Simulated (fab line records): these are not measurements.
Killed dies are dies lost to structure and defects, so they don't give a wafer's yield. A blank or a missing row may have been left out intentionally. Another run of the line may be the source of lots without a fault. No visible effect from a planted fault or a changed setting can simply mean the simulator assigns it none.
Which of the tools did it? | flow berkeleyCmos170 | route of 331 steps, sampled at 1 step: 6 lots, 18 wafers

## WHAT THE GAUGES READ, wafer by wafer
UCB170_PWELL_THK_MEAS_03.
lot  | measured    | on           | PWELL_OXIDE_THK (nm)
L197 | day 3 00:15 | filmMetro-04 | 27.0 26.8 26.4
L199 | day 3 09:05 | filmMetro-02 | 27.4 27.0 27.1
L201 | day 3 12:28 | filmMetro-03 | 26.4 26.6 26.6
L204 | day 4 09:59 | filmMetro-02 | 25.8 26.3 26.3
L207 | day 4 20:50 | filmMetro-03 | 26.1 26.5 25.9
L216 | day 6 22:08 | filmMetro-04 | 27.3 27.0 26.7

## EACH LOT AND THE TOOL THAT RAN IT (in order: tool; ch and the chambers of the sampled wafers; start)
The record shows no process step preceding these readings.

## THE ANSWER, worked out from the rows above alone
Rule: what is usual is taken from the lots themselves. Put in order of their means at a reading, lots are off if they are a third of the lots or fewer, leave a main group of 4 or more, and stand apart from it by a gap of 3 or more times the standard deviation of the main group's means; of several such gaps the widest counts. The tables above print the reading to a certain number of digits; a main group whose means all agree to those digits is not used. Also off: a lot with no number at a reading for which 4 or more lots have one. Where the step has rows for the other lots, those lots are counted as sound.
No lot is off at any reading shown: from this, nothing can be told.

## WHAT HAD BEEN PUT IN BY THE SIMULATOR
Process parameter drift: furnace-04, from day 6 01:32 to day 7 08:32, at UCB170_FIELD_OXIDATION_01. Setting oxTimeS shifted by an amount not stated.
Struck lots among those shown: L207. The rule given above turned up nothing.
